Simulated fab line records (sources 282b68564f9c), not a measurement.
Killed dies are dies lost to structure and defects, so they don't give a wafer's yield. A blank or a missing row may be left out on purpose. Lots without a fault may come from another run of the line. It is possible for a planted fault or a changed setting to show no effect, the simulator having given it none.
The tool behind it: which one?    flow rit cmos    36 wafers from 12 lots sampled at 5 of the route's 202 steps

== WHAT EACH GAUGE READ, for each wafer ==
RIT_PSD_TW_MEAS_10. Usual: PSD_TW 3448, standard deviation 18.
lot   measured     on             PSD_TW          flag
L758  day 3 11:57  film metro-01  3430 3443 3431  
L759  day 3 16:26  film metro-02  3463 3438 3432  
L760  day 3 21:41  film metro-01  3419 3421 3421  
L761  day 4 03:47  film metro-01  3482 3448 3447  
L762  day 4 10:29  film metro-01  3477 3455 3458  
L763  day 4 12:53  film metro-02  3477 3470 3467  
L771  day 5 23:32  film metro-02  3433 3437 3447  
L773  day 6 12:02  film metro-01  3456 3428 3433  
L777  day 7 02:40  film metro-01  3440 3461 3442  
L779  day 7 16:37  film metro-02  3426 3422 3438  
L780  day 7 23:20  film metro-02  3450 3438 3439  
L781  day 8 06:27  film metro-01  3474 3491 3471  

RIT_CONTACT_THK_MEAS_01. Usual: CONTACT_TEOS_THK 401 nm, standard deviation 4.9.
lot   measured     on             CONTACT_TEOS_THK (nm)  flag
L758  day 3 13:50  film metro-02  402 409 410            
L759  day 3 18:11  film metro-04  392 397 401            
L760  day 3 23:16  film metro-02  398 401 399            
L761  day 4 05:22  film metro-04  399 390 403            
L762  day 4 12:02  film metro-02  397 396 402            
L763  day 4 14:25  film metro-02  403 400 399            
L771  day 6 01:04  film metro-04  525 407 535            OFF
L773  day 6 13:36  film metro-04  399 523 403            OFF
L777  day 7 04:14  film metro-02  394 392 398            
L779  day 7 18:09  film metro-02  398 397 401            
L780  day 8 00:52  film metro-02  402 407 404            
L781  day 8 07:59  film metro-02  397 403 401            

RIT_M1_OVL_MEAS_10. Usual: M1_OVL -0.1 nm, standard deviation 1.2.
lot   measured     on          M1_OVL (nm)    flag
L758  day 3 17:41  overlay-02  0.3 0.7 -0.3   
L759  day 3 21:51  overlay-01  1.6 2.2 0.7    
L760  day 4 02:54  overlay-02  -0.1 0.3 -0.5  
L761  day 4 09:37  overlay-02  1.4 0.2 1.7    
L762  day 4 15:58  overlay-01  -1.5 -0.9 0.4  
L763  day 4 18:33  overlay-01  1.9 1.7 1.5    
L771  day 6 04:57  overlay-01  -0.3           
L773  day 6 17:19  overlay-01  -1.0 -0.9      
L777  day 7 07:54  overlay-01  1.2 -0.3 -0.4  
L779  day 7 22:32  overlay-02  0.1 0.1 0.7    
L780  day 8 04:37  overlay-01  1.8 1.6 -0.9   
L781  day 8 11:50  overlay-01  -0.6 1.0 0.0   

== TOOL THAT RAN EACH LOT (tool first, then ch and the chambers of the sampled wafers, then the start) ==
lot   RIT_ACTIVE_STRIP_14                  RIT_CONTACT_CVD_00
L758  plasma asher-01 ch 0, day 1 15:56    pecvd-02 ch 0,1,2, day 3 13:47
L759  plasma asher-02 ch 0,1, day 1 20:02  pecvd-03 ch 0,1,2, day 3 18:08
L760  plasma asher-01 ch 0,1, day 2 01:23  pecvd-04 ch 0,1,2, day 3 23:13
L761  plasma asher-03 ch 0, day 2 07:45    pecvd-02 ch 0,1, day 4 05:19
L762  plasma asher-03 ch 0, day 2 11:11    pecvd-03 ch 0,1,2, day 4 11:59
L763  plasma asher-02 ch 0,1, day 2 20:31  pecvd-04 ch 0,1,2, day 4 14:22
L771  plasma asher-03 ch 0,1, day 4 09:34  pecvd-04 ch 0,1, day 6 00:59
L773  plasma asher-01 ch 0,1, day 4 19:22  pecvd-04 ch 0,1,2, day 6 13:33
L777  plasma asher-01 ch 0,1, day 5 13:50  pecvd-03 ch 0, day 7 04:10
L779  plasma asher-01 ch 0,1, day 6 00:35  pecvd-03 ch 0,1, day 7 18:06
L780  plasma asher-02 ch 0,1, day 6 07:28  pecvd-02 ch 0,1,2, day 8 00:47
L781  plasma asher-02 ch 0,1, day 6 11:58  pecvd-03 ch 1,2, day 8 07:56
- RIT_ACTIVE_STRIP_14: strips in O2, time 180 s.
- RIT_CONTACT_CVD_00: deposits SiO2 from TEOS, target thk 400 nm, time 61 s.

== AS READ BY THE TOOLS THEMSELVES (means over the sampled wafers that have a number; for cases with no such wafer, the mark the record gives instead) ==
RIT_ACTIVE_STRIP_14. Usual: drypump motor current A 5.8 A, standard deviation 0.34; rf refl power W 6.4 W, standard deviation 0.94.
lot   tool             drypump motor current A (A)  rf refl power W (W)  flag
L758  plasma asher-01  6.2                          8.1                  
L759  plasma asher-02  6.1                          5.8                  
L760  plasma asher-01  6.0                          7.3                  
L761  plasma asher-03  5.8                          5.8                  
L762  plasma asher-03  5.8                          5.7                  
L763  plasma asher-02  6.1                          5.9                  
L771  plasma asher-03  5.5                          6.7                  
L773  plasma asher-01  5.8                          6.7                  
L777  plasma asher-01  6.0                          7.3                  
L779  plasma asher-01  6.0                          7.2                  
L780  plasma asher-02  5.9                          5.5                  
L781  plasma asher-02  6.1                          5.9                  

RIT_CONTACT_CVD_00. Usual: heater power w 286 W, standard deviation 61; rf fwd power W 396.9 W, standard deviation 1.4; susceptor temp C 389.99 C, standard deviation 0.21.
lot   tool      heater power w (W)  rf fwd power W (W)  susceptor temp C (C)  flag
L758  pecvd-02  282                 396.0               390.02                
L759  pecvd-03  347                 397.4               389.99                
L760  pecvd-04  249                 397.0               390.02                
L761  pecvd-02  335                 397.9               389.89                
L762  pecvd-03  345                 396.7               390.03                
L763  pecvd-04  220                 397.0               389.95                
L771  pecvd-04  205                 398.4               390.05                
L773  pecvd-04  252                 396.7               389.93                
L777  pecvd-03  278                 398.8               390.03                
L779  pecvd-03  299                 397.1               389.98                
L780  pecvd-02  288                 397.7               389.81                
L781  pecvd-03  396                 397.5               389.87                

== THE ANSWER, worked out from the rows above alone ==
Rule: a lot counts as off when the mean over its wafers that have a number is more than 3 standard deviations away from the usual mean. A lot without any number at a reading at which 4 lots or more have one is off too. All remaining lots with rows at the step are treated as sound. After the gauges, taken in route order, come the tools' own readings; for these a lot's mean is taken, as printed above. The first step at which some lot is off is used, and at that step the reading that is off furthest; a lot without a number counts as furthest.
Off: L771, L773, seen at RIT_CONTACT_THK_MEAS_01 (CONTACT_TEOS_THK).
A tool fits if, at a process step before that reading, it ran every lot that is off, and no sound lot after the first of them. Those tools and the gauges at RIT_CONTACT_THK_MEAS_01 are tried in the same way. 2 tools fit, pecvd-04 at RIT_CONTACT_CVD_00 and film metro-04 at RIT_CONTACT_THK_MEAS_01, so this cannot tell which one it is.

== WHAT THE SIMULATOR HAD INSERTED ==
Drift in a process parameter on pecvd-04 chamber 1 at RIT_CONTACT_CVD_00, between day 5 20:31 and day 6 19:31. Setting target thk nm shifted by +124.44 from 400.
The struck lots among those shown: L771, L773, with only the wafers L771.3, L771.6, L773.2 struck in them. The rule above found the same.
